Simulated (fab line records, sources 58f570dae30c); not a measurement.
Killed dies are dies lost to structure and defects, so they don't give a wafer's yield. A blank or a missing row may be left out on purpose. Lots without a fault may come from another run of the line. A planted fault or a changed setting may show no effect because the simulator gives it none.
One fault seen from 2 desks | flow berkeley_cmos170 | each desk has only its own numbers; what lay behind them comes last

THE TOOL OWNER'S DESK: rie_metal-03
The tool's own readings at UCB170_M3_METAL_ETCH_18 (etches Al in Cl2/BCl3, stops on SiO2, target depth 1170 nm, time 195 s): means of the sampled wafers that have a number, for each lot that ran on this tool. A lot is out of limits, marked OUT, if its mean lies more than 4 standard deviations from the usual mean; the brackets give that distance.
Columns: A = drypump_motor_current_A at UCB170_M3_METAL_ETCH_18, usual 5.4 A; B = mfc_cl2_sccm at UCB170_M3_METAL_ETCH_18, usual 90.02 sccm; C = oes_product_au at UCB170_M3_METAL_ETCH_18, usual 0.851 a.u.; D = rf_fwd_power_W at UCB170_M3_METAL_ETCH_18, usual 597.6 W; E = throttle_valve_pct at UCB170_M3_METAL_ETCH_18, usual 24.27 %
lot  | first seen here | A   | B     | C     | D               | E
L718 | day 9 08:07     | 5.3 | 89.85 | 0.867 | 597.4           | 24.64
L722 | day 9 21:30     | 5.1 | 90.05 | 0.872 | 597.0           | 24.56
L724 | day 10 14:44    | 5.3 | 89.96 | 0.863 | 597.5           | 24.65
L729 | day 11 14:42    | 5.1 | 90.33 | 0.869 | 526.2 (-38) OUT | 24.56
L731 | day 11 19:44    | 5.1 | 90.15 | 0.883 | 526.5 (-37) OUT | 24.56
This desk's finding: out of limits on L729, L731; first on L729, day 11 14:42 (rf_fwd_power_W at UCB170_M3_METAL_ETCH_18). In limits: L718, L722, L724.

THE METROLOGY DESK
What the gauges read, lot by lot, whatever tool the lot ran on: means of the sampled wafers that have a number. A lot is out of limits, marked OUT, if its mean lies more than 4 standard deviations from the usual mean; the brackets give that distance.
Columns: A = V1_POLISHED_THK at UCB170_V1_THK_MEAS_04, usual 1000.5 nm; B = cd_nm at UCB170_V1_CD_MEAS_12, usual 700.3 nm; C = V1_OVL at UCB170_V1_OVL_MEAS_13, usual -2 nm
lot  | first seen here | A      | B     | C
L718 | day 8 18:22     | 1001.5 | 701.0 | 3
L722 | day 9 07:04     | 1000.4 | 700.9 | -2
L719 | day 9 07:22     | 999.9  | 701.2 | 3
L726 | day 10 03:17    | 1000.5 | 699.2 | 9
L724 | day 10 03:35    | 1001.0 | 699.1 | -1
L729 | day 10 22:46    | 1000.2 | 699.4 | -5
L728 | day 10 22:46    | 1000.4 | 700.6 | -3
L731 | day 11 05:44    | 999.1  | 701.1 | -6
L732 | day 11 15:05    | 1001.1 | 699.1 | -11
L733 | day 11 17:22    | 1000.9 | 701.7 | -3
L734 | day 11 17:22    | 1000.6 | 702.2 | -5
L737 | day 12 08:14    | 1001.0 | 697.8 | 2
L739 | day 12 22:33    | 1000.9 | 702.2 | -2
L740 | day 12 22:33    | 1001.5 | 698.7 | 1
This desk's finding: nothing out of limits on any of the 14 lots.

PUT TOGETHER
The tool owner's desk could have raised an alarm at day 11 14:42, on L729, L731.
The metrology desk saw nothing out of limits.
The metrology desk has L729, L731 on record, within its limits.
Of the lots named, all ran UCB170_M3_METAL_ETCH_18 on rie_metal-03.

WHAT THE SIMULATOR HAD PUT IN
Process parameter drift: rie_metal-03, from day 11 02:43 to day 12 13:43, at UCB170_M3_METAL_ETCH_18. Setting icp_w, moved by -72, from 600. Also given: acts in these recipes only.
Lots struck among those shown: L729, L731.
Hours from the fault's start to each desk's first reading out of limits: the tool owner's desk, 12.
